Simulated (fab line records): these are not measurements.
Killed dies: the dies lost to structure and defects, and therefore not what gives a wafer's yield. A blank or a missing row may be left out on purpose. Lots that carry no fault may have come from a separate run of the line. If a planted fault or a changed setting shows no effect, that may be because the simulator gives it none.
Which tool was responsible? :: flow berkeley-cmos170 :: 7 lots with 21 wafers sampled at 2 steps, on a route of 331 steps

## WHAT THE GAUGES SHOWED, per wafer
UCB170_PWELL_THK_MEAS_06.
lot: L528
measured: day 3 18:41
on: film-metro-01
PWELL_NITRIDE_THK (nm): 220.7 219.9 221.6

lot: L531
measured: day 4 07:05
on: film-metro-01
PWELL_NITRIDE_THK (nm): 221.2 221.2 221.3

lot: L533
measured: day 4 21:14
on: film-metro-03
PWELL_NITRIDE_THK (nm): 223.2 222.1 222.9

lot: L538
measured: day 5 17:14
on: film-metro-01
PWELL_NITRIDE_THK (nm): 222.6 221.6 224.0

lot: L540
measured: day 6 05:09
on: film-metro-03
PWELL_NITRIDE_THK (nm): 224.5 224.1 223.3

lot: L542
measured: day 6 11:49
on: film-metro-04
PWELL_NITRIDE_THK (nm): 215.9 215.3 215.9

lot: L544
measured: day 6 18:04
on: film-metro-01
PWELL_NITRIDE_THK (nm): 209.6 209.8 211.5

## TOOL THAT RAN EACH LOT (tool first, then ch and the chambers of the sampled wafers, then the start)
lot: L528
UCB170_PWELL_CVD_05: lpcvd-01 ch 0, day 3 15:49

lot: L531
UCB170_PWELL_CVD_05: lpcvd-02 ch 1, day 4 05:09

lot: L533
UCB170_PWELL_CVD_05: lpcvd-02 ch 0, day 4 19:19

lot: L538
UCB170_PWELL_CVD_05: lpcvd-02 ch 1, day 5 15:19

lot: L540
UCB170_PWELL_CVD_05: lpcvd-01 ch 0, day 6 03:14

lot: L542
UCB170_PWELL_CVD_05: lpcvd-01 ch 1, day 6 09:54

lot: L544
UCB170_PWELL_CVD_05: lpcvd-01 ch 0, day 6 16:08
- UCB170_PWELL_CVD_05: deposits Si3N4 from SiH2Cl2/NH3, target thk 220 nm, time 3300 s.

## THE ANSWER, worked out from the rows above alone
Rule: the lots themselves supply what counts as usual. Put in order of their means at a reading, lots are off if they are a third of the lots or fewer, leave a main group of 4 or more, and stand apart from it by a gap of 3 or more times the standard deviation of the main group's means; of several such gaps the widest counts. A main group whose means are all the same, to the digits that the tables above print for the reading, isn't used. Also off: a lot with no number at a reading for which 4 or more lots have one. Any other lot the step has rows for is counted as sound.
Off: L542, L544, seen at UCB170_PWELL_THK_MEAS_06 (PWELL_NITRIDE_THK). Mean 222.3 nm and standard deviation 1.2 in the main group.
A tool fits if, at a process step before that reading, it ran every lot that is off, and no sound lot after the first of them. The gauges at UCB170_PWELL_THK_MEAS_06 are tried like those tools. One candidate fits, namely lpcvd-01 at UCB170_PWELL_CVD_05. Its last sound lot is L540 (day 6 03:14), its first lot that is off L542 (day 6 09:54): a fault that began between those two fits.

## WHAT THE SIMULATOR HAD PUT IN
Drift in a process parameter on lpcvd-01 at UCB170_PWELL_CVD_05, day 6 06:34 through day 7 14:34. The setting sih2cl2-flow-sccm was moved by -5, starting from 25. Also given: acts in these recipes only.
Shown lots that were struck: L542, L544. The rule above reached the same finding.
